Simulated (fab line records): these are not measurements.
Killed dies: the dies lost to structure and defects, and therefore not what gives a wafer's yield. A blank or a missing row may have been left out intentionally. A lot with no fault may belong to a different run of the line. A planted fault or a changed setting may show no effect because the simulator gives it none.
Tool commonality check -- flow berkeley_cmos170 -- Sampled: 15 lots, 45 wafers

## WHY IT WAS OPENED
3 of 15 lots carry a flag on the reading V2_TEOS_THK at UCB170_V2_THK_MEAS_01. Fault-free wafers read 2001 nm, with a standard deviation of 25.
Rule: flag the lot when none of its wafers has a number, or when each of its wafers that has one lies beyond 4 standard deviations from that mean. All remaining lots are regarded as sound.

lot,measured,on,"V2_TEOS_THK (nm), wafer by wafer",flag
L634,day 7 17:17,film_metro-02,2027 1999 2049,
L633,day 7 17:17,film_metro-04,1988 1996 2037,
L632,day 7 17:31,film_metro-02,1977 2021 2026,
L636,day 8 09:24,film_metro-02,1995 2009 2051,
L638,day 8 20:01,film_metro-04,1977 1972 2020,
L639,day 8 21:20,film_metro-04,1981 1963 2009,
L640,day 9 05:07,film_metro-04,2001 2003 2020,
L642,day 9 20:55,film_metro-04,1961 1975 1968,
L641,day 9 21:24,film_metro-04,1994 2032 2046,
L643,day 10 05:25,film_metro-04,3947 3949 4000,FLAGGED
L644,day 10 06:04,film_metro-01,3944 3954 4000,FLAGGED
L653,day 12 11:03,film_metro-01,2019 2039 2024,
L654,day 12 11:18,film_metro-02,1987 2017 2009,
L655,day 12 11:30,film_metro-04,1968 2001 2000,
L651,day 12 12:04,film_metro-01,3976 3991 4029,FLAGGED
The numbers of the flagged lots are 3977 nm on average: +1976 nm against the usual, or +79 standard deviations.

## WHICH TOOL EACH LOT WENT THROUGH
The record keeps 1 process step preceding the reading, out of 331 steps on the route. Every cell lists first the tool, next ch and the chambers used by the sampled wafers, and last the start.
lot,flag,UCB170_V2_CVD_00
L634,,"pecvd-04 ch 0,1,2, day 7 17:07"
L633,,"pecvd-02 ch 0,1, day 7 17:04"
L632,,"pecvd-03 ch 1,2, day 7 17:21"
L636,,"pecvd-03 ch 0,1,2, day 8 09:14"
L638,,"pecvd-04 ch 0,1,2, day 8 19:52"
L639,,"pecvd-02 ch 1,2, day 8 21:10"
L640,,"pecvd-02 ch 0,1, day 9 04:57"
L642,,"pecvd-04 ch 1,2, day 9 20:45"
L641,,"pecvd-03 ch 1,2, day 9 21:13"
L643,FLAGGED,"pecvd-04 ch 0,1,2, day 10 04:56"
L644,FLAGGED,"pecvd-02 ch 0,1,2, day 10 05:35"
L653,,"pecvd-04 ch 0,1,2, day 12 10:56"
L654,,"pecvd-03 ch 0,2, day 12 11:08"
L655,,"pecvd-02 ch 0,1, day 12 11:20"
L651,FLAGGED,"pecvd-04 ch 0,2, day 12 11:35"
These steps, and what they do:
- UCB170_V2_CVD_00: deposits SiO2 from TEOS/O2, target thk 2000 nm, time 250 s.
- UCB170_V2_THK_MEAS_01

## FLAGGED OVER TOTAL, TOOL BY TOOL (the gauges that took the reading come last)
step,tool,lots run,flagged,share of the flagged lots,sound lots run after its first flagged lot
UCB170_V2_CVD_00,pecvd-02,5,1,some,1 (L655)
UCB170_V2_CVD_00,pecvd-03,4,0,none,-
UCB170_V2_CVD_00,pecvd-04,6,2,some,1 (L653)
UCB170_V2_THK_MEAS_01,film_metro-01,3,2,some,1 (L653)
UCB170_V2_THK_MEAS_01,film_metro-02,4,0,none,-
UCB170_V2_THK_MEAS_01,film_metro-04,8,1,some,1 (L655)

## WHAT THE TABLE ALLOWS
No row of the table ran every flagged lot.

## WHAT WAS PUT IN BY THE SIMULATOR
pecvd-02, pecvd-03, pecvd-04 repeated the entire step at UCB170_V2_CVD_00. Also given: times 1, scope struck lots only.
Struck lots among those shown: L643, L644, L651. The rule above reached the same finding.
